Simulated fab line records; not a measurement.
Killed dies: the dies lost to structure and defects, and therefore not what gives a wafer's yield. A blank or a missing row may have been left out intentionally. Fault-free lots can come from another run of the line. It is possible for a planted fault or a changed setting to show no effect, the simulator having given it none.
2 desks looking at one fault + flow berkeley cmos170 + what lay behind the numbers comes last; until then each desk has only its own

== TOOL OWNER'S DESK, implanter-04 ==
The tool's own readings at UCB170_PLDD_IMPLANT_09, given as means over the sampled wafers that have a number, one for each lot that went through this tool. Marked OUT: a lot whose mean sits more than 4 standard deviations from the usual mean, which makes it out of limits; the brackets give that distance.
Columns: A = dose ions cm2 at UCB170_PLDD_IMPLANT_09, usual 5e+13; B = rotation deg at UCB170_PLDD_IMPLANT_09, usual 180.00 degrees
| lot  | first seen here | A     | B                        |
|------|-----------------|-------|--------------------------|
| L463 | day 8 05:45     | 5e+13 | 179.99                   |
| L466 | day 9 06:35     | 5e+13 | 180.01                   |
| L472 | day 10 11:39    | 5e+13 | 360.01 (+99 or more) OUT |
| L477 | day 10 19:02    | 5e+13 | 360.00 (+99 or more) OUT |
| L478 | day 11 17:16    | 5e+13 | 360.02 (+99 or more) OUT |
Finding of this desk: L472, L477, L478 out of limits; the first was L472 at day 10 11:39, on rotation deg at UCB170_PLDD_IMPLANT_09. In limits: L463, L466.

== AT THE METROLOGY DESK ==
What the gauges read, lot by lot, whatever tool the lot ran on: means of the sampled wafers that have a number. Marked OUT: a lot whose mean sits more than 4 standard deviations from the usual mean, which makes it out of limits; the brackets give that distance.
Columns: A = cd nm at UCB170_NLDD_CD_MEAS_06, usual 1200.3 nm
| lot  | first seen here | A      |
|------|-----------------|--------|
| L459 | day 7 16:07     | 1200.9 |
| L460 | day 8 07:05     | 1199.0 |
| L463 | day 8 07:22     | 1198.9 |
| L461 | day 8 07:34     | 1200.0 |
| L462 | day 8 07:50     | 1201.1 |
| L464 | day 8 19:59     | 1200.7 |
| L466 | day 9 08:16     | 1203.4 |
| L467 | day 9 08:31     | 1200.5 |
| L465 | day 9 09:17     | 1201.7 |
| L472 | day 10 14:56    | 1199.5 |
| L477 | day 10 20:42    | 1200.7 |
| L480 | day 11 18:29    | 1199.8 |
| L478 | day 11 18:39    | 1199.6 |
| L482 | day 12 05:06    | 1197.9 |
Result from this desk: across the 14 lots, nothing is out of limits.

== BROUGHT TOGETHER ==
At day 10 11:39, on L472, L477, L478, the tool owner's desk was in a position to raise an alarm.
Metrology desk: nothing out of limits seen.
The metrology desk holds a record of L472, L477, L478, inside its limits.
Of the lots named, all ran UCB170_PLDD_IMPLANT_09 on implanter-04.

== WHAT THE SIMULATOR HAD PUT IN ==
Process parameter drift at UCB170_PLDD_IMPLANT_09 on implanter-04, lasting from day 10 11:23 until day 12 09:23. The setting rotation deg was moved by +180, starting from 180. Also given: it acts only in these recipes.
Shown lots that were struck: L472, L477, L478.
Hours from the fault's start to each desk's first reading out of limits: the tool owner's desk, 0.
